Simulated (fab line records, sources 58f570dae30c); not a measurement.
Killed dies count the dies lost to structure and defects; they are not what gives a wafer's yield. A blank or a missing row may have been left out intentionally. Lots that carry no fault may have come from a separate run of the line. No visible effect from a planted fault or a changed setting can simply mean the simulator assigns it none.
Lot-split experiment    flow berkeley-cmos170    5 lots, 23 wafers read, on a route of 331 steps

== THE SPLIT ITSELF ==
At UCB170_V2_ETCH_14 (etches SiO2 in CHF3/CF4/Ar, stops on Al, target depth 1250 nm, time 291 s), the setting rf-w was moved away from the recipe's 700 W on 7 of the 23 wafers read, by -5.3% to +11.4%. For the rest of the wafers, this setting stayed at what the recipe calls for.

The split's own step is where the reading is taken.

== THE READING ==
KrF_of_V2_COAT_07.thk-nm (the simulator's own value, which no gauge read), in nm, at UCB170_V2_ETCH_14 (etches SiO2 in CHF3/CF4/Ar, stops on Al, target depth 1250 nm, time 291 s). The file does not state a usual value for it. The 16 wafers here that ran the recipe average 608.8 nm, standard deviation 3 nm.

wafer   tool, chamber at the split  rf-w as run, W  against the recipe  KrF_of_V2_COAT_07.thk-nm, nm  against lot-mates on the recipe
L075.1  rie-diel-01, 1              700             recipe              612.1                         -
L075.2  rie-diel-01, 0              663.1           -5.3%               615                           +5.6
L075.3  rie-diel-01, 2              700             recipe              609.3                         -
L075.4  rie-diel-01, 3              663.1           -5.3%               616.8                         +7.4
L075.5  rie-diel-01, 2              700             recipe              606.7                         -
L078.3  rie-diel-01, 0              700             recipe              606.5                         -
L078.4  rie-diel-01, 2              700             recipe              609.9                         -
L078.5  rie-diel-01, 0              700             recipe              609.7                         -
L080.1  rie-diel-04, 0              779.8           +11.4%              592.2                         -15.3
L080.2  rie-diel-04, 3              779.8           +11.4%              590.7                         -16.8
L080.3  rie-diel-04, 1              700             recipe              607.5                         -
L080.4  rie-diel-04, 2              700             recipe              606.9                         -
L080.6  rie-diel-04, 2              700             recipe              608.1                         -
L082.1  rie-diel-02, 1              700             recipe              604.3                         -
L082.2  rie-diel-02, 3              700             recipe              609.5                         -
L082.3  rie-diel-02, 0              700             recipe              604.1                         -
L082.4  rie-diel-02, 2              700             recipe              607.2                         -
L082.6  rie-diel-02, 3              700             recipe              610.7                         -
L084.1  rie-diel-01, 2              762.9           +9.0%               595.5                         -18.8
L084.2  rie-diel-01, 0              700             recipe              615.3                         -
L084.3  rie-diel-01, 1              762.9           +9.0%               598.5                         -15.8
L084.5  rie-diel-01, 2              762.9           +9.0%               592.4                         -21.9
L084.6  rie-diel-01, 1              700             recipe              613.2                         -

FIT RESULTS
A straight line over all 23 wafers: KrF_of_V2_COAT_07.thk-nm changes by -1.48 nm for each +1% of rf-w; r = -0.93; the points scatter about the line by 2.8 nm.
The same after taking each lot's own level away (the mean of its wafers on the recipe; 23 wafers): -1.66 nm for each +1%; r = -0.95; scatter 2.7 nm.
On that fit, the largest move of rf-w shifts the reading by 19 nm.
Across the lots, their own levels run from 607.16 to 614.25 nm, a range of 2.4 times the standard deviation given above.
Hence the slope depends on the lot-to-lot level, as the two fits are not the same.
Check: for one of the wafers moved furthest among these (+11.4%), held out of the fit, the line's prediction against its lot-mates is -20.6 nm. It came out at -15.3 nm against them.

== OTHER SPLITS ON THESE WAFERS ==
Other splits were also applied to these wafers ahead of the reading. Each is held against what the fit with the lots' levels taken away leaves over:
other split on the same wafers         wafers away from the commonest value  r with KrF_of_V2_COAT_07.thk-nm (lot level and that fit taken away)
UCB170_CONTACT_ETCH_17 pressure-mtorr  18                                    -0.04
UCB170_V1_CMP_02 leave-above-ref-nm    7                                     -0.33
UCB170_V2_PEB_10 peb-temp-c            11                                    +0.52

== THE WHOLE CHAIN: every reading that the file lists as answering this split, in the file's order ==
step                what it does                                                               reading                                                                    change (the file's fit)               r (the file's)
UCB170_V2_ETCH_14   etches SiO2 in CHF3/CF4/Ar, stops on Al, target depth 1250 nm, time 291 s  KrF_of_V2_COAT_07.thk-nm (the simulator's own value, which no gauge read)  -1.62 nm for each +1% of the setting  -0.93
UCB170_V2_STRIP_15  strips in O2                                                               strip-time-to-endpoint-s                                                   withheld for each +1% of the setting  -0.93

== THE FILE'S OWN FIT ==
KrF_of_V2_COAT_07.thk-nm changes by -1.62 nm for each +1% of rf-w, r = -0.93.
